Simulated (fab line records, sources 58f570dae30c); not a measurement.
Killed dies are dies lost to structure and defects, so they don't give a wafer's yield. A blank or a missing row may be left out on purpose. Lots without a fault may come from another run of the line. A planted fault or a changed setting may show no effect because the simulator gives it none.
Problem report in the 8D (eight disciplines) form, filled by code | flow berkeley_cmos170 | the parts of the form that need people (team, actions taken, sign-off) are left out

1. THE PROBLEM
bias_w at UCB170_M3_METAL_ETCH_18 reads a mean of 134.6 W on 3 wafers of 1 lot; wafers without a fault read 120.0 W with a standard deviation of 0.35. That is +42 standard deviations from the usual mean.
The step: etches Al in Cl2/BCl3, stops on SiO2, target depth 1170 nm, time 195 s.
First seen on wafer L545.1, day 11 18:20, on rie_metal-03. The record holds 39 wafers of 13 lots with a number at this step. Rule for "out", or "out of limits": more than 4 standard deviations from the usual mean. The other wafers with a number count as sound.

2. WHAT IT IS AND WHAT IT IS NOT
question                    | is                     | is not
which readings at this step | bias_w                 | drypump_motor_current_A, oes_product_au, throttle_valve_pct
which lots                  | L545                   | L529, L531, L532, L533, L535, L536, L537, L538, L540, L548, L550, L552
which wafers of those lots  | all that have a number | -
read on which tools         | rie_metal-03           | rie_metal-02, rie_metal-04
when                        | from day 11 18:20      | up to then (27 sound wafers); but 9 sound wafers of L548, L550, L552 came after

3. SUSPECTS, AND WHAT RULES EACH OUT
Counting: a tool at a process step up to the reading stays a suspect if it ran every lot that is out and no sound lot after the first of them.
- rie_diel-03 at UCB170_PWELL_ETCH_14 (etches Si3N4 in CH3F/Ar/O2, stops on SiO2, target depth 242 nm, time 151 s): ruled out as a lasting fault. Sound lots L552 ran on it after its first lot that is out, L545 (day 6 12:12).
- rie_diel-03 at UCB170_ACTIVE_ETCH_15 (etches Si3N4 in CH3F/Ar/O2, stops on SiO2, target depth 242 nm, time 151 s): kept. It ran the lot that is out, L545 (day 7 22:41), and no sound lot after that; its last sound lot up to then is L540 (day 7 04:46).
- rie_metal-03 at UCB170_M3_METAL_ETCH_18 (etches Al in Cl2/BCl3, stops on SiO2, target depth 1170 nm, time 195 s): kept. It ran the lot that is out, L545 (day 11 18:20), and no sound lot after that; its last sound lot up to then is L536 (day 10 02:28). Its own readings are out on those wafers: bias_w.
Left after counting: rie_diel-03 at UCB170_ACTIVE_ETCH_15, rie_metal-03 at UCB170_M3_METAL_ETCH_18.

4. THE CAUSE (what the simulator had put in)
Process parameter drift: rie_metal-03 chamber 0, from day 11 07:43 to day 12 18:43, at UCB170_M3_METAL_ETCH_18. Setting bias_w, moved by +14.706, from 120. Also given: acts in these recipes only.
Counting left 2 suspects, and this tool is among them.

5. THE CHAIN OF EFFECTS, in route order
Each row: a reading whose mean over the struck wafers that have a number lies more than 3 standard deviations from the usual. Only readings for which the record gives a usual standard deviation are gone through. hours: the time from each lot's start at the first step in this table that gives one to its start at this step, as a median over the lots. sigmas: the change in usual standard deviations.
hours | step                    | reading | usual   | on struck wafers | change | sigmas
0     | UCB170_M3_METAL_ETCH_18 | bias_w  | 120.0 W | 134.6            | +14.6  | +42
The process steps in it:
- UCB170_M3_METAL_ETCH_18: etches Al in Cl2/BCl3, stops on SiO2, target depth 1170 nm, time 195 s.

6. WHAT WOULD HAVE CAUGHT IT SOONER
In this record the first reading out of limits was taken at day 11 18:20, 11 hours after the fault began at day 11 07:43.
